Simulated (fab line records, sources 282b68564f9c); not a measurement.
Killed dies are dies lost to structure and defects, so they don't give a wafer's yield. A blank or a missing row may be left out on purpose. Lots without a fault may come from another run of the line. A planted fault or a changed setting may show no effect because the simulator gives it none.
Which tool did it? | flow rit_cmos | 15 lots, 45 wafers sampled, at 1 step of a route of 202

WHAT THE GAUGES READ, wafer by wafer
The record holds no reading of a measuring or inspecting step that can be judged against a usual standard deviation.

WHICH TOOL RAN EACH LOT (tool, then ch and the chambers of the sampled wafers, then the start)
lot  | RIT_CONTACT_DEVELOP_07
L127 | litho_track-03 ch 0, day 4 04:00
L129 | litho_track-01 ch 0, day 4 22:00
L130 | litho_track-04 ch 0, day 5 10:00
L133 | litho_track-01 ch 0, day 6 00:00
L131 | litho_track-04 ch 0, day 6 00:00
L134 | litho_track-01 ch 0, day 6 00:00
L135 | litho_track-04 ch 0, day 6 00:00
L140 | litho_track-01 ch 0, day 6 19:00
L138 | litho_track-04, day 6 20:00
L139 | litho_track-01, day 6 22:00
L141 | litho_track-04, day 7 01:00
L142 | litho_track-04 ch 0, day 7 05:00
L147 | litho_track-03 ch 0, day 7 19:00
L148 | litho_track-03 ch 0, day 8 01:00
L149 | litho_track-04 ch 0, day 8 04:00
- RIT_CONTACT_DEVELOP_07: develop time 120 s.

WHAT THE TOOLS THEMSELVES READ (means of the sampled wafers that have a number; where no wafer has one, the mark that the record gives instead)
RIT_CONTACT_DEVELOP_07. Usual: chill_plate_temp_C 23.01 C, standard deviation 0.099.
lot  | tool           | chill_plate_temp_C (C) | flag
L127 | litho_track-03 | 22.99                  |
L129 | litho_track-01 | 23.04                  |
L130 | litho_track-04 | 22.92                  |
L133 | litho_track-01 | 23.10                  |
L131 | litho_track-04 | 23.14                  |
L134 | litho_track-01 | 22.95                  |
L135 | litho_track-04 | 22.91                  |
L140 | litho_track-01 | 23.01                  |
L138 | litho_track-04 | -                      | OFF
L139 | litho_track-01 | -                      | OFF
L141 | litho_track-04 | -                      | OFF
L142 | litho_track-04 | 22.98                  |
L147 | litho_track-03 | 22.87                  |
L148 | litho_track-03 | 22.89                  |
L149 | litho_track-04 | 22.98                  |

THE ANSWER, worked out from the rows above alone
Rule: a lot is off if the mean of its wafers that have a number lies more than 3 standard deviations from the usual mean. A lot without any number at a reading at which 4 lots or more have one is off too. The other lots that the step has rows for count as sound. The gauges are gone through in route order, then the tools' own readings, and for those a lot's mean is taken as printed above. The first step at which some lot is off is used, and at that step the reading that is off furthest; a lot without a number counts as furthest.
Off: L138, L139, L141, at RIT_CONTACT_DEVELOP_07 (chill_plate_temp_C). Without a number there: L138, L139, L141.
A tool fits if, at that step or a process step before it, it ran every lot that is off, and no sound lot after the first of them. None of those tried fits.

WHAT THE SIMULATOR HAD PUT IN
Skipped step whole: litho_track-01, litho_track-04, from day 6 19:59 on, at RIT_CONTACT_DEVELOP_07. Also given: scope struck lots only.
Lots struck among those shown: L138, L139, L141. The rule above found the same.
